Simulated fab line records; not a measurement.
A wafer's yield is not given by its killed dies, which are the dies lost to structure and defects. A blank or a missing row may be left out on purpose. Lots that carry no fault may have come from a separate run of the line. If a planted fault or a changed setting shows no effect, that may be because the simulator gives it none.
Split-lot experiment	flow rit_cmos	route with 202 steps; 5 lots, 23 wafers read

== THE SPLIT ITSELF ==
At RIT_PRETRO_IMPLANT_08, the setting energy_kev was moved away from the recipe's 45 on 10 of the 23 wafers read, by -3.2% to +5.0%. For the rest of the wafers, this setting stayed at what the recipe calls for.

The reading comes from the split's own step.

== THE READING ==
implant.drp_nm (the simulator's own value, which no gauge read), in nm, at RIT_PRETRO_IMPLANT_08. The file does not state a usual value for it.

wafer	tool, chamber at the split	energy_kev as run	against the recipe	implant.drp_nm, nm	against lot-mates on the recipe
L075.1	implanter-03, 0	45	recipe	55.07	-
L075.2	implanter-03, 0	45	recipe	55.07	-
L075.6	implanter-03, 0	45	recipe	55.07	-
L075.3	implanter-03, 0	47.23	+5.0%	56.66	+1.59
L075.5	implanter-03, 0	47.23	+5.0%	56.66	+1.59
L078.1	implanter-01, 0	45	recipe	55.07	-
L078.4	implanter-01, 0	45	recipe	55.07	-
L078.6	implanter-01, 0	45	recipe	55.07	-
L078.2	implanter-01, 0	43.54	-3.2%	54	-1.07
L078.5	implanter-01, 0	43.54	-3.2%	54	-1.07
L081.2	implanter-01, 0	46.61	+3.6%	56.23	+1.16
L081.3	implanter-01, 0	46.61	+3.6%	56.23	+1.16
L081.6	implanter-01, 0	46.61	+3.6%	56.23	+1.16
L081.4	implanter-01, 0	45	recipe	55.07	-
L081.5	implanter-01, 0	45	recipe	55.07	-
L084.2	implanter-04, 0	45	recipe	55.07	-
L084.3	implanter-04, 0	45	recipe	55.07	-
L084.5	implanter-04, 0	45	recipe	55.07	-
L085.1	implanter-01, 0	43.96	-2.3%	54.31	-0.76
L085.5	implanter-01, 0	43.96	-2.3%	54.31	-0.76
L085.6	implanter-01, 0	43.96	-2.3%	54.31	-0.76
L085.2	implanter-01, 0	45	recipe	55.07	-
L085.3	implanter-01, 0	45	recipe	55.07	-

THE FIT
A straight line over all 23 wafers: implant.drp_nm changes by +0.325 nm for each +1% of energy_kev; r = +1.00; the points scatter about the line by 0.0072 nm.
The same after taking each lot's own level away (the mean of its wafers on the recipe; 23 wafers): +0.325 nm for each +1%; r = +1.00; scatter 0.0072 nm.
That fit puts the effect of the largest move of energy_kev on the reading at 1.6 nm.
The lots' own levels span 55.070 to 55.070 nm.
So the lot-to-lot level changes the slope little: the two slopes agree.
Check: with one of the wafers moved furthest among these (+5.0%) left out of the fit, the line predicts +1.61 nm for it against its lot-mates. It came out at +1.59 nm against them.

== FURTHER SPLITS ON THESE WAFERS ==
Other splits were also applied to these wafers ahead of the reading. Each is held against what the fit with the lots' levels taken away leaves over:
other split on the same wafers	wafers away from the commonest value	r with implant.drp_nm (lot level and that fit taken away)
RIT_ACTIVE_COAT_06 spin_rpm	3	-0.46
RIT_ACTIVE_SOFTBAKE_07 temp_c	8	+0.19
RIT_FOX1_OXIDATION_00 temp_c	10	-0.05
RIT_PWELL_SOFTBAKE_02 temp_c	9	-0.02
RIT_PWELL_IMPLANT_08 energy_kev	9	-0.13
RIT_PRETRO_COAT_01 spin_rpm	10	-0.06

== THE WHOLE CHAIN: every reading that the file lists as answering this split, in the file's order ==
step	what it does	reading	change (the file's fit)	r (the file's)
RIT_PRETRO_IMPLANT_08		implant.rp_nm (the simulator's own value, which no gauge read)	+1.35 nm for each +1% of the setting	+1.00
RIT_PRETRO_IMPLANT_08		implant.drp_nm (the simulator's own value, which no gauge read)	+0.324 nm for each +1% of the setting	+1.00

== THE FILE'S OWN FIT ==
implant.drp_nm changes by +0.324 nm for each +1% of energy_kev, r = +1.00.
